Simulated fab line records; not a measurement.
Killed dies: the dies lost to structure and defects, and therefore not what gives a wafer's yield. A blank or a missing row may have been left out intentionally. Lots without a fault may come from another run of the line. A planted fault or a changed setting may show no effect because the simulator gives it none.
A single fault, viewed from 2 desks / flow ritCmos / each desk holds nothing but its own numbers, with what lay behind them at the end

== FROM THE METROLOGY DESK ==
What the gauges read for every lot (on any tool): the sampled wafers with a number, averaged. A lot is out of limits, marked OUT, if its mean lies more than 4 standard deviations from the usual mean; the brackets give that distance. Shown here are 7 of its 9 readings, the ones lying furthest out on some lot.
Columns: A = FOX1_OXIDE_THK at RIT_FOX1_THK_MEAS_01, usual 349 nm; B = FOX2_OXIDE_THK at RIT_FOX2_THK_MEAS_01, usual 351 nm; C = FIELD_OXIDE_LEFT_1_THK at RIT_FOX2_THK_MEAS_90, usual 323 nm; D = NWELL_OVL at RIT_NWELL_OVL_MEAS_06, usual -0.5 nm; E = NWELL_TW at RIT_NWELL_TW_MEAS_10, usual 2119; F = PWELL_OVL at RIT_PWELL_OVL_MEAS_06, usual -1.1 nm; G = PWELL_TW at RIT_PWELL_TW_MEAS_10, usual 941
lot=L574; first seen here=day 2 00:29; A=340; B=341; C=313; D=-3.6; E=2095; F=-1.6; G=946
lot=L575; first seen here=day 2 05:34; A=358; B=350; C=323; D=-2.1; E=2102; F=-1.2; G=947
lot=L578; first seen here=day 2 20:34; A=364; B=352; C=325; D=0.1; E=2135; F=0.3; G=932
lot=L582; first seen here=day 3 17:18; A=344; B=343; C=315; D=-1.2; E=2147; F=-0.1; G=953
lot=L583; first seen here=day 3 21:34; A=347; B=358; C=331; D=-1.2; E=2133; F=-1.5; G=940
lot=L584; first seen here=day 4 02:26; A=345; B=359; C=332; D=0.5; E=2116; F=-1.9; G=939
lot=L585; first seen here=day 4 07:34; A=341; B=355; C=328; D=-0.3; E=2138; F=-1.8; G=939
This desk's verdict: no lot among the 7 shows anything out of limits.

== FOR THE TOOL OWNER'S DESK: furnace-04 ==
The tool's own readings at RIT_FOX1_OXIDATION_00 (target thk 350.7 nm, ox time 1130 s): means of the sampled wafers that have a number, for each lot that ran on this tool. A lot is out of limits, marked OUT, if its mean lies more than 4 standard deviations from the usual mean; the brackets give that distance.
Columns: A = spikeTcSourceC at RIT_FOX1_OXIDATION_00, usual 1125.3 C; B = zonePowerCentrePct at RIT_FOX1_OXIDATION_00, usual 50.6 %
lot=L582; first seen here=day 3 19:35; A=1125.8; B=49.6
lot=L583; first seen here=day 3 22:38; A=1125.9; B=49.8
lot=L584; first seen here=day 4 03:31; A=1126.7; B=49.8
lot=L585; first seen here=day 4 08:52; A=1126.6; B=49.7
This desk's verdict: no lot among the 4 shows anything out of limits.

== PUT TOGETHER ==
Metrology desk: nothing out of limits seen.
Nothing out of limits was seen by the tool owner's desk.

== WHAT THE SIMULATOR HAD PUT IN ==
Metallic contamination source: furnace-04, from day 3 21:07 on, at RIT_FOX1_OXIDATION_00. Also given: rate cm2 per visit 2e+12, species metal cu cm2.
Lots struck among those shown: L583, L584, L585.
